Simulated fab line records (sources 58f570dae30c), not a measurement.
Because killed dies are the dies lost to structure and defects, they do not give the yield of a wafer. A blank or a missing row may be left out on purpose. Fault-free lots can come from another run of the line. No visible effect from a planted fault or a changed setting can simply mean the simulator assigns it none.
Which of the tools did it? | flow berkeley-cmos170 | 39 wafers from 13 lots sampled at 2 of the route's 331 steps

WHAT EACH GAUGE READ, for each wafer
UCB170_NVT_TW_MEAS_09.
lot  | measured     | on            | NVT_TW
L335 | day 7 01:34  | film-metro-01 | 524.5 522.5 520.4
L334 | day 7 01:41  | film-metro-01 | 525.0 522.4 523.3
L336 | day 7 01:56  | film-metro-02 | 519.9 519.1 518.8
L338 | day 8 13:59  | film-metro-01 | 536.8 543.8 537.3 539.5 537.0 539.3
L341 | day 8 14:22  | film-metro-02 | 520.6 523.4 520.3
L340 | day 8 14:32  | film-metro-01 | 539.2 541.9 542.5 539.9 540.2 539.2
L348 | day 10 00:01 | film-metro-02 | 524.6 522.4 519.3
L350 | day 10 07:56 | film-metro-02 | 523.7 522.3 519.9
L349 | day 10 08:11 | film-metro-03 | 528.0 526.4 526.2
L353 | day 10 22:59 | film-metro-02 | 522.5 522.7 523.0
L355 | day 10 23:13 | film-metro-01 | 523.7 524.8 523.6
L357 | day 11 20:45 | film-metro-02 | 524.0 523.0 522.3
L356 | day 11 21:02 | film-metro-03 | 525.2 519.9 521.2

EACH LOT AND THE TOOL THAT RAN IT (in order: tool; ch and the chambers of the sampled wafers; start)
lot  | UCB170_NVT_IMPLANT_07
L335 | implanter-03 ch 0, day 7 01:20
L334 | implanter-01 ch 0, day 7 01:26
L336 | implanter-03 ch 0, day 7 01:42
L338 | implanter-03 ch 0, day 8 13:44
L341 | implanter-01 ch 0, day 8 14:08
L340 | implanter-03 ch 0, day 8 14:18
L348 | implanter-01 ch 0, day 9 23:47
L350 | implanter-01 ch 0, day 10 07:42
L349 | implanter-01 ch 0, day 10 07:58
L353 | implanter-01 ch 0, day 10 22:44
L355 | implanter-01 ch 0, day 10 22:59
L357 | implanter-01 ch 0, day 11 20:30
L356 | implanter-03 ch 0, day 11 20:47
- UCB170_NVT_IMPLANT_07

AS READ BY THE TOOLS THEMSELVES (means over the sampled wafers that have a number; for cases with no such wafer, the mark the record gives instead)
UCB170_NVT_IMPLANT_07.
lot  | tool         | beam-energy-keV | end-station-pressure-torr (Torr) | faraday-current-uA | tilt-deg (degrees)
L335 | implanter-03 | 50.003          | 5.38e-06                         | 9.62               | 7.009
L334 | implanter-01 | 50.005          | 4.98e-06                         | 9.64               | 6.992
L336 | implanter-03 | 49.995          | 5.07e-06                         | 9.42               | 7.019
L338 | implanter-03 | 57.025          | 4.98e-06                         | 9.48               | 7.029
L341 | implanter-01 | 50.004          | 4.81e-06                         | 9.39               | 7.003
L340 | implanter-03 | 57.028          | 4.54e-06                         | 9.60               | 7.001
L348 | implanter-01 | 49.990          | 5.29e-06                         | 9.56               | 7.009
L350 | implanter-01 | 49.986          | 4.91e-06                         | 9.65               | 7.010
L349 | implanter-01 | 49.995          | 5.11e-06                         | 9.50               | 7.017
L353 | implanter-01 | 49.985          | 5.03e-06                         | 9.48               | 7.004
L355 | implanter-01 | 49.998          | 5.06e-06                         | 9.59               | 7.009
L357 | implanter-01 | 50.008          | 4.91e-06                         | 9.44               | 7.036
L356 | implanter-03 | 49.996          | 4.96e-06                         | 9.29               | 6.994

THE ANSWER, worked out from the rows above alone
Rule: what is usual is taken from the lots themselves. The widest of any qualifying gaps counts: lots, ordered by their means at a reading, are off when they make up no more than a third of the lots, leave a main group of 4 or more, and stand apart from it by 3 or more times the standard deviation of that group's means. The tables above print the reading to a certain number of digits; a main group whose means all agree to those digits is not used. Also off: a lot with no number at a reading for which 4 or more lots have one. The other lots that the step has rows for count as sound. The gauges are gone through in route order, then the tools' own readings, and for those a lot's mean is taken as printed above. At the first step where some lot is off, the reading lying furthest off is the one used; lots without a number count as furthest.
Off: at UCB170_NVT_TW_MEAS_09 (NVT_TW), L338, L340. Mean 522.7 and standard deviation 1.8 in the main group.
A tool fits if, at a process step before that reading, it ran every lot that is off, and no sound lot after the first of them. Not tried: the gauges at UCB170_NVT_TW_MEAS_09; whatever is off there is also off at UCB170_NVT_IMPLANT_07, on other tools, and gauge error can't account for it. Not one of the candidates tried fits.

WHAT THE SIMULATOR HAD PUT IN
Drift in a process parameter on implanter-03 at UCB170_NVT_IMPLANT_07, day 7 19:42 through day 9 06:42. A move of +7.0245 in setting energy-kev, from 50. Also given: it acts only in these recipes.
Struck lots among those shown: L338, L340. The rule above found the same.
